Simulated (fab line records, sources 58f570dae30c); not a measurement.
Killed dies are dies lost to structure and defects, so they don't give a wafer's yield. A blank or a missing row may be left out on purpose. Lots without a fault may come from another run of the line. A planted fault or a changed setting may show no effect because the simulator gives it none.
A struck lot beside a sound one | flow berkeley_cmos170 | 15 steps out of a route of 331
Sound: wafers L204.1, L204.2, L204.5. Struck: wafers L216.1, L216.2, L216.6. The cause comes at the end.
At each step with rows: each side's tool, then ch and its chambers, then its first start. Under that, the readings that differ: sound wafers | struck wafers | difference of the means | sigmas: that difference in standard deviations of wafers without a fault.
alike: readings whose means differ by less than 2 such deviations, and words and numbers that are the same on both sides. not compared: withheld readings, readings that some wafer has no value for, bounds like >300 that may hide the same value, and numbers for which the record gives no deviation and whose values overlap.
The two part at a step that has a row with sigmas, a row that says differs or no value, or rows on one side only. Numbers that don't overlap but have no deviation are shown without sigmas and don't part them. A reading that every wafer of one side lacks parts them only if that side has two wafers or more.

UCB170_CONTACT_ETCH_18: etches PSG in CHF3/CF4/Ar, stops on TiSi2, target depth 840 nm, time 195 s.
  sound on rie_diel-03 ch 1,2,3; struck on rie_diel-03 ch 2,3
  alike: drypump_motor_current_A, oes_product_au, throttle_valve_pct
  not compared: rf_hours_counter_h
UCB170_CONTACT_STRIP_19: strips in O2.
  sound on plasma_asher-01 ch 0,1, day 8 06:34; struck on plasma_asher-02 ch 0,1, day 11 10:25
  alike: drypump_motor_current_A, oes_product_au
  not compared: rf_hours_counter_h
UCB170_CONTACT_CD_MEAS_90: target cd 700 nm.
  sound on cd_sem-02, day 8 06:40; struck on cd_sem-02, day 11 10:31
  alike: cd_nm
then, 1 step without rows for these wafers: UCB170_CONTACT_CLEAN_20 (cleans in SPM, time 600 s).
UCB170_M1_SPUTTER_00: material Al, target thk 600 nm, time 80 s.
  sound on pvd_sputter-04, day 8 06:58; struck on pvd_sputter-04, day 11 11:57
  alike: throttle_valve_pct
UCB170_M1_RS_MEAS_01: measures by four-point-probe.
  sound on film_metro-02, day 8 07:02; struck on film_metro-01, day 11 12:01
  alike: M1_AL_RS
UCB170_M1_THK_MEAS_02: measures by xrf.
  sound on film_metro-02, day 8 07:10; struck on film_metro-01, day 11 12:08
  alike: M1_AL_THK
then, 5 steps without rows for these wafers: UCB170_M1_COAT_03; UCB170_M1_COAT_04 (resist thk 900 nm); UCB170_M1_SOFTBAKE_05 (time 60 s); UCB170_M1_EXPOSE_06 (exposes mask METAL1, target cd 700 nm); UCB170_M1_PEB_07.
UCB170_M1_DEVELOP_08: develop time 45 s.
  sound on litho_track-03 ch 0, day 8 07:00; struck on litho_track-02 ch 0, day 11 12:00
  reading              | sound             | struck            | difference | sigmas
  developer_temp_C (C) | 21.09 21.08 21.00 | 21.83 21.83 21.95 | +0.81      | +8
UCB170_M1_CD_MEAS_09: target cd 700 nm.
  sound on cd_sem-02, day 8 08:04; struck on cd_sem-02, day 11 13:02
  alike: cd_nm
UCB170_M3_PROBE_99:
  the record has rows for the sound wafers here (prober-01, day 9 03:21) and none for the struck ones

WHERE THEY PART
First at UCB170_M1_DEVELOP_08; last, within this record, at UCB170_M3_PROBE_99.

WHY: what the simulator had put in
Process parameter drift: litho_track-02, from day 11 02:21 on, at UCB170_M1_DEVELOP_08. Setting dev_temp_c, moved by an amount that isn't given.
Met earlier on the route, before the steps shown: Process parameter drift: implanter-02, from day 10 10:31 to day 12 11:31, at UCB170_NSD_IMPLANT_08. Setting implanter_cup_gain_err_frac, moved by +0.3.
